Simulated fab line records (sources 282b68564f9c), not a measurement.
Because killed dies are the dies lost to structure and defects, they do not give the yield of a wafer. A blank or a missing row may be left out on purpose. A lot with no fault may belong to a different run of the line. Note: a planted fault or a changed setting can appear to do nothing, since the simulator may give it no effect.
Which tool is to blame?	flow rit-cmos	Sampling: 14 lots, 42 wafers, 6 of 202 route steps

## WHAT THE GAUGES SHOWED, per wafer
RIT_PWELL_TW_MEAS_10.
lot	measured	on	PWELL_TW
L490	day 2 01:34	film-metro-01	949 950 947
L491	day 2 09:29	film-metro-01	946 953 949
L492	day 2 13:27	film-metro-01	952 949 948
L494	day 2 22:32	film-metro-01	943 942 946
L495	day 3 02:45	film-metro-04	953 951 948
L496	day 3 07:27	film-metro-04	958 953 962
L498	day 3 17:52	film-metro-04	959 955 959
L503	day 4 17:13	film-metro-01	950 954 943
L505	day 5 05:13	film-metro-01	954 958 957
L506	day 5 09:40	film-metro-02	969 955 951
L507	day 5 13:22	film-metro-01	954 957 949
L510	day 6 05:35	film-metro-01	949 951 950
L512	day 6 15:02	film-metro-01	950 947 957
L513	day 6 19:11	film-metro-02	957 961 957

RIT_PLDD_TW_MEAS_10.
lot	measured	on	PLDD_TW
L490	day 3 02:02	film-metro-03	2380 2391 2376
L491	day 3 08:53	film-metro-03	2382 2369 2379
L492	day 3 12:14	film-metro-03	2381 2385 2371
L494	day 4 00:11	film-metro-04	2356 2353 2363
L495	day 4 02:46	film-metro-04	2367 2364 2365
L496	day 4 07:04	film-metro-02	2340 2352 2361
L498	day 4 16:58	film-metro-02	2339 2350 2355
L503	day 5 15:43	film-metro-02	2366 2367 2357
L505	day 6 03:52	film-metro-02	2410 2422 2412
L506	day 6 08:05	film-metro-02	2420 2417 2415
L507	day 6 10:38	film-metro-02	2368 2356 2378
L510	day 7 05:24	film-metro-04	2371 2356 2367
L512	day 7 14:37	film-metro-03	2349 2361 2357
L513	day 7 19:50	film-metro-02	2362 2361 2355

RIT_SDANNEAL_RS_MEAS_06: a four-point-probe measurement.
lot	measured	on	PLDD_RS (ohm/sq)
L490	day 3 09:44	film-metro-02	177.8 177.7 178.0
L491	day 3 15:13	film-metro-04	178.1 178.3 178.1
L492	day 3 19:08	film-metro-02	177.8 177.9 178.2
L494	day 4 06:23	film-metro-04	177.8 178.5 177.9
L495	day 4 08:51	film-metro-03	178.9 178.8 178.5
L496	day 4 13:19	film-metro-03	178.9 178.3 178.5
L498	day 4 23:02	film-metro-03	178.9 178.4 178.7
L503	day 5 22:06	film-metro-03	179.4 179.9 179.8
L505	day 6 10:03	film-metro-04	172.4 172.4 172.5
L506	day 6 16:06	film-metro-03	172.6 172.8 172.7
L507	day 6 17:15	film-metro-03	179.1 179.6 178.4
L510	day 7 11:54	film-metro-03	179.2 178.5 179.1
L512	day 7 20:55	film-metro-02	178.0 178.4 177.6
L513	day 8 02:03	film-metro-04	178.4 178.5 178.4

RIT_SILICIDE_RS_MEAS_02: a four-point-probe measurement.
lot	measured	on	SILICIDE_TI_RS (ohm/sq)
L490	day 3 10:10	film-metro-04	46.5 46.5 47.6
L491	day 3 15:37	film-metro-03	47.4 47.8 46.3
L492	day 3 19:32	film-metro-01	47.4 48.4 48.4
L494	day 4 06:47	film-metro-01	48.6 48.6 47.1
L495	day 4 09:15	film-metro-01	47.5 48.0 47.0
L496	day 4 13:43	film-metro-04	47.8 46.9 47.2
L498	day 4 23:26	film-metro-03	48.4 48.5 47.4
L503	day 5 22:30	film-metro-03	46.5 47.6 47.4
L505	day 6 10:27	film-metro-03	48.9 48.5 48.4
L506	day 6 16:30	film-metro-01	47.7 48.5 48.4
L507	day 6 17:39	film-metro-03	47.9 46.8 48.5
L510	day 7 12:18	film-metro-01	47.7 46.7 48.0
L512	day 7 21:19	film-metro-04	46.9 46.8 46.9
L513	day 8 02:27	film-metro-03	48.9 47.8 48.3

## WHAT TOOL EACH LOT RAN ON (gives the tool, then ch and the chambers of the sampled wafers, and finally the start)
lot	RIT_PLDD_IMPLANT_08	RIT_SDANNEAL_RTA_03
L490	implanter-01 ch 0, day 3 01:45	rtp-anneal-01 ch 0, day 3 09:25
L491	implanter-03 ch 0, day 3 08:34	rtp-anneal-02 ch 0, day 3 14:55
L492	implanter-03 ch 0, day 3 11:55	rtp-anneal-01 ch 0, day 3 18:50
L494	implanter-03 ch 0, day 3 23:52	rtp-anneal-01 ch 0, day 4 06:05
L495	implanter-01 ch 0, day 4 02:28	rtp-anneal-02 ch 0, day 4 08:32
L496	implanter-03 ch 0, day 4 06:46	rtp-anneal-01 ch 0, day 4 13:00
L498	implanter-01 ch 0, day 4 16:39	rtp-anneal-01 ch 0, day 4 22:44
L503	implanter-04 ch 0, day 5 15:24	rtp-anneal-02 ch 0, day 5 21:48
L505	implanter-03 ch 0, day 6 03:33	rtp-anneal-02 ch 0, day 6 09:44
L506	implanter-03 ch 0, day 6 07:46	rtp-anneal-01 ch 0, day 6 15:48
L507	implanter-01 ch 0, day 6 10:18	rtp-anneal-02 ch 0, day 6 16:57
L510	implanter-01 ch 0, day 7 05:05	rtp-anneal-01 ch 0, day 7 11:35
L512	implanter-01 ch 0, day 7 14:17	rtp-anneal-01 ch 0, day 7 20:37
L513	implanter-01 ch 0, day 7 19:30	rtp-anneal-02 ch 0, day 8 01:45
- RIT_PLDD_IMPLANT_08
- RIT_SDANNEAL_RTA_03: time 5 s.

## WHAT THE TOOLS THEMSELVES READ (means of the sampled wafers that have a number; where no wafer has one, the mark that the record gives instead)
RIT_PLDD_IMPLANT_08.
lot	tool	beam-on-s (s)	dose-ions-cm2	faraday-current-uA
L490	implanter-01	9.99	9.000e+14	2822
L491	implanter-03	9.92	8.994e+14	2854
L492	implanter-03	10.04	8.999e+14	2814
L494	implanter-03	10.44	8.991e+14	2705
L495	implanter-01	9.84	8.988e+14	2868
L496	implanter-03	9.95	9.003e+14	2839
L498	implanter-01	10.15	9.004e+14	2777
L503	implanter-04	9.89	8.991e+14	2848
L505	implanter-03	10.03	9.683e+14	3023
L506	implanter-03	9.93	9.690e+14	3055
L507	implanter-01	10.05	9.000e+14	2807
L510	implanter-01	9.93	8.989e+14	2849
L512	implanter-01	10.13	9.003e+14	2786
L513	implanter-01	9.94	8.993e+14	2834

RIT_SDANNEAL_RTA_03.
lot	tool	wafer_temp_C_max
L490	rtp-anneal-01	1052.7
L491	rtp-anneal-02	1053.7
L492	rtp-anneal-01	1053.4
L494	rtp-anneal-01	1052.8
L495	rtp-anneal-02	1053.1
L496	rtp-anneal-01	1053.4
L498	rtp-anneal-01	1053.4
L503	rtp-anneal-02	1053.0
L505	rtp-anneal-02	1054.2
L506	rtp-anneal-01	1052.2
L507	rtp-anneal-02	1053.9
L510	rtp-anneal-01	1055.0
L512	rtp-anneal-01	1054.2
L513	rtp-anneal-02	1054.3

## THE ANSWER, worked out from the rows above alone
Rule: what is usual is taken from the lots themselves. Put in order of their means at a reading, lots are off if they are a third of the lots or fewer, leave a main group of 4 or more, and stand apart from it by a gap of 3 or more times the standard deviation of the main group's means; of several such gaps the widest counts. A main group whose means are all the same, to the digits that the tables above print for the reading, isn't used. Also off: a lot with no number at a reading for which 4 or more lots have one. The other lots that the step has rows for count as sound. Order of review: gauges by route order, followed by the tools' own readings, for which a lot's mean as printed above is used. The first step at which some lot is off is used, and at that step the reading that is off furthest; a lot without a number counts as furthest.
Off: L505, L506, at RIT_PLDD_TW_MEAS_10 (PLDD_TW). The main group: mean 2364, standard deviation 10.
If a tool, at a process step before that reading, ran all the lots that are off and no sound lot after the first of them, it fits. Not tried: the gauges at RIT_PLDD_TW_MEAS_10; whatever is off there is also off at RIT_SDANNEAL_RS_MEAS_06, on other tools, and gauge error can't account for it. One fits: implanter-03 at RIT_PLDD_IMPLANT_08. Its last sound lot is L496 (day 4 06:46), its first lot that is off L505 (day 6 03:33): a fault that began between those two fits.
The tool's own readings at RIT_PLDD_IMPLANT_08 bear it out: on the lots that are off they differ by more than 5 times the standard deviation of the sound lots' means. dose-ions-cm2 reads 9.686e+14 there against 8.996e+14 on the sound lots; faraday-current-uA reads 3039 there against 2817 on the sound lots.

## WHAT THE SIMULATOR HAD PUT IN
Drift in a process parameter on implanter-03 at RIT_PLDD_IMPLANT_08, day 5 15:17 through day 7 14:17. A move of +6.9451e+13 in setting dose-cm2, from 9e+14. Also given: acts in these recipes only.
Shown lots that were struck: L505, L506. The rule above found the same.
